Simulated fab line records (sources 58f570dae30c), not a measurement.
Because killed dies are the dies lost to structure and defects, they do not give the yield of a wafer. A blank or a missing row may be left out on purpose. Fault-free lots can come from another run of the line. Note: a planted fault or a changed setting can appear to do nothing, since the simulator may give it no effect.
Which tool was responsible? || flow berkeley-cmos170 || 11 lots, 33 wafers sampled, at 4 steps of a route of 331

WHAT THE GAUGES READ, wafer by wafer
UCB170_M1_OVL_MEAS_10. Usual: M1_OVL gives -4 nm (standard deviation 5.2).
{"lot": "L946", "measured": "day 6 19:34", "on": "overlay-01", "M1_OVL (nm)": "3 7 0", "flag": ""}
{"lot": "L947", "measured": "day 7 07:35", "on": "overlay-02", "M1_OVL (nm)": "-8 -7 -3", "flag": ""}
{"lot": "L949", "measured": "day 8 08:23", "on": "overlay-01", "M1_OVL (nm)": "-14 -17 -12", "flag": ""}
{"lot": "L952", "measured": "day 8 17:50", "on": "overlay-02", "M1_OVL (nm)": "-7 -11 -7", "flag": ""}
{"lot": "L953", "measured": "day 8 20:03", "on": "overlay-02", "M1_OVL (nm)": "1 -8 0", "flag": ""}
{"lot": "L954", "measured": "day 9 04:43", "on": "overlay-01", "M1_OVL (nm)": "-8 -6 -5", "flag": ""}
{"lot": "L961", "measured": "day 10 09:47", "on": "overlay-01", "M1_OVL (nm)": "-10 -6 -6", "flag": ""}
{"lot": "L960", "measured": "day 10 09:37", "on": "overlay-01", "M1_OVL (nm)": "-6 -1 -2", "flag": ""}
{"lot": "L967", "measured": "day 11 22:02", "on": "overlay-01", "M1_OVL (nm)": "1 -4 -9", "flag": ""}
{"lot": "L968", "measured": "day 11 22:41", "on": "overlay-02", "M1_OVL (nm)": "-3 -6 1", "flag": ""}
{"lot": "L969", "measured": "day 11 18:19", "on": "overlay-02", "M1_OVL (nm)": "-10 -11 -5", "flag": ""}

UCB170_V2_OVL_MEAS_13. Usual: V2_OVL gives -3 nm (standard deviation 4.9).
{"lot": "L946", "measured": "day 7 11:34", "on": "overlay-02", "V2_OVL (nm)": "-8 -4 0", "flag": ""}
{"lot": "L947", "measured": "day 7 23:20", "on": "overlay-01", "V2_OVL (nm)": "-4 -2 0", "flag": ""}
{"lot": "L949", "measured": "day 8 22:53", "on": "overlay-01", "V2_OVL (nm)": "-1 4 -5", "flag": ""}
{"lot": "L952", "measured": "day 9 07:18", "on": "overlay-01", "V2_OVL (nm)": "-3 1 1", "flag": ""}
{"lot": "L953", "measured": "day 9 11:53", "on": "overlay-02", "V2_OVL (nm)": "-15 -13 -6", "flag": ""}
{"lot": "L954", "measured": "day 9 14:55", "on": "overlay-01", "V2_OVL (nm)": "-5 -4 1", "flag": ""}
{"lot": "L961", "measured": "day 10 21:43", "on": "overlay-01", "V2_OVL (nm)": "-4 -5 -7", "flag": ""}
{"lot": "L960", "measured": "day 10 21:27", "on": "overlay-01", "V2_OVL (nm)": "0 -4 -4", "flag": ""}
{"lot": "L967", "measured": "day 12 11:20", "on": "overlay-01", "V2_OVL (nm)": "-7 -3 -10", "flag": ""}
{"lot": "L968", "measured": "day 12 11:39", "on": "overlay-01", "V2_OVL (nm)": "-11 -10 -9", "flag": ""}
{"lot": "L969", "measured": "day 12 07:50", "on": "overlay-01", "V2_OVL (nm)": "1 -5 -1", "flag": ""}

UCB170_M3_BOW_MEAS_20. Usual: M3_BOW gives 35 um (standard deviation 7.4).
{"lot": "L946", "measured": "day 7 14:42", "on": "film-metro-03", "M3_BOW (um)": "42 38 24", "flag": ""}
{"lot": "L947", "measured": "day 8 02:49", "on": "film-metro-03", "M3_BOW (um)": "25 23 31", "flag": ""}
{"lot": "L949", "measured": "day 9 03:04", "on": "film-metro-04", "M3_BOW (um)": "35 33 28", "flag": ""}
{"lot": "L952", "measured": "day 9 10:32", "on": "film-metro-04", "M3_BOW (um)": "44 36 42", "flag": ""}
{"lot": "L953", "measured": "day 9 14:51", "on": "film-metro-02", "M3_BOW (um)": "30 40 42", "flag": ""}
{"lot": "L954", "measured": "day 9 18:18", "on": "film-metro-04", "M3_BOW (um)": "38 47 40", "flag": ""}
{"lot": "L961", "measured": "day 11 01:17", "on": "film-metro-02", "M3_BOW (um)": "30 19 32", "flag": ""}
{"lot": "L960", "measured": "day 11 01:08", "on": "film-metro-04", "M3_BOW (um)": "44 36 36", "flag": ""}
{"lot": "L967", "measured": "day 12 15:03", "on": "film-metro-04", "M3_BOW (um)": "43 33 37", "flag": ""}
{"lot": "L968", "measured": "day 12 15:17", "on": "film-metro-04", "M3_BOW (um)": "41 36 41", "flag": ""}
{"lot": "L969", "measured": "day 12 11:40", "on": "film-metro-04", "M3_BOW (um)": "24 38 23", "flag": ""}

TOOL THAT RAN EACH LOT (tool first, then ch and the chambers of the sampled wafers, then the start)
{"lot": "L946", "UCB170_GATE_OXIDATION_01": "furnace-01 ch 0, day 5 11:40"}
{"lot": "L947", "UCB170_GATE_OXIDATION_01": "furnace-03 ch 0, day 5 23:02"}
{"lot": "L949", "UCB170_GATE_OXIDATION_01": "furnace-02 ch 0, day 7 03:16"}
{"lot": "L952", "UCB170_GATE_OXIDATION_01": "furnace-02 ch 0, day 7 11:22"}
{"lot": "L953", "UCB170_GATE_OXIDATION_01": "furnace-02 ch 0, day 7 11:22"}
{"lot": "L954", "UCB170_GATE_OXIDATION_01": "furnace-01 ch 0, day 7 20:49"}
{"lot": "L961", "UCB170_GATE_OXIDATION_01": "furnace-01 ch 0, day 8 20:35"}
{"lot": "L960", "UCB170_GATE_OXIDATION_01": "furnace-03 ch 0, day 8 23:05"}
{"lot": "L967", "UCB170_GATE_OXIDATION_01": "furnace-01 ch 0, day 10 08:47"}
{"lot": "L968", "UCB170_GATE_OXIDATION_01": "furnace-01 ch 0, day 10 08:47"}
{"lot": "L969", "UCB170_GATE_OXIDATION_01": "furnace-01 ch 0, day 10 08:47"}
- UCB170_GATE_OXIDATION_01: target thk 6.6 nm, ox time 1800 s.

AS READ BY THE TOOLS THEMSELVES (means over the sampled wafers that have a number; for cases with no such wafer, the mark the record gives instead)
UCB170_GATE_OXIDATION_01. Usual: ox-temp-c 850.1 C, standard deviation 0.39; zone-power-source-pct 22.1 %, standard deviation 0.65.
{"lot": "L946", "tool": "furnace-01", "ox-temp-c (C)": 850.3, "zone-power-source-pct (%)": 21.9, "flag": ""}
{"lot": "L947", "tool": "furnace-03", "ox-temp-c (C)": 849.9, "zone-power-source-pct (%)": 23.7, "flag": ""}
{"lot": "L949", "tool": "furnace-02", "ox-temp-c (C)": 850.0, "zone-power-source-pct (%)": 21.8, "flag": ""}
{"lot": "L952", "tool": "furnace-02", "ox-temp-c (C)": 849.4, "zone-power-source-pct (%)": 21.6, "flag": ""}
{"lot": "L953", "tool": "furnace-02", "ox-temp-c (C)": 850.4, "zone-power-source-pct (%)": 21.5, "flag": ""}
{"lot": "L954", "tool": "furnace-01", "ox-temp-c (C)": 850.0, "zone-power-source-pct (%)": 22.0, "flag": ""}
{"lot": "L961", "tool": "furnace-01", "ox-temp-c (C)": 850.1, "zone-power-source-pct (%)": 21.9, "flag": ""}
{"lot": "L960", "tool": "furnace-03", "ox-temp-c (C)": 849.9, "zone-power-source-pct (%)": 23.7, "flag": ""}
{"lot": "L967", "tool": "furnace-01", "ox-temp-c (C)": 849.7, "zone-power-source-pct (%)": 22.1, "flag": ""}
{"lot": "L968", "tool": "furnace-01", "ox-temp-c (C)": 849.9, "zone-power-source-pct (%)": 22.0, "flag": ""}
{"lot": "L969", "tool": "furnace-01", "ox-temp-c (C)": 850.1, "zone-power-source-pct (%)": 22.2, "flag": ""}

THE ANSWER, worked out from the rows above alone
Rule: a lot counts as off when the mean over its wafers that have a number is more than 3 standard deviations away from the usual mean. A lot without any number at a reading at which 4 lots or more have one is off too. Any other lot the step has rows for is counted as sound. The gauges are gone through in route order, then the tools' own readings, and for those a lot's mean is taken as printed above. At the first step where some lot is off, the reading lying furthest off is the one used; lots without a number count as furthest.
Across all readings shown, no lot is off: no conclusion can be drawn from this.

WHAT THE SIMULATOR HAD INSERTED
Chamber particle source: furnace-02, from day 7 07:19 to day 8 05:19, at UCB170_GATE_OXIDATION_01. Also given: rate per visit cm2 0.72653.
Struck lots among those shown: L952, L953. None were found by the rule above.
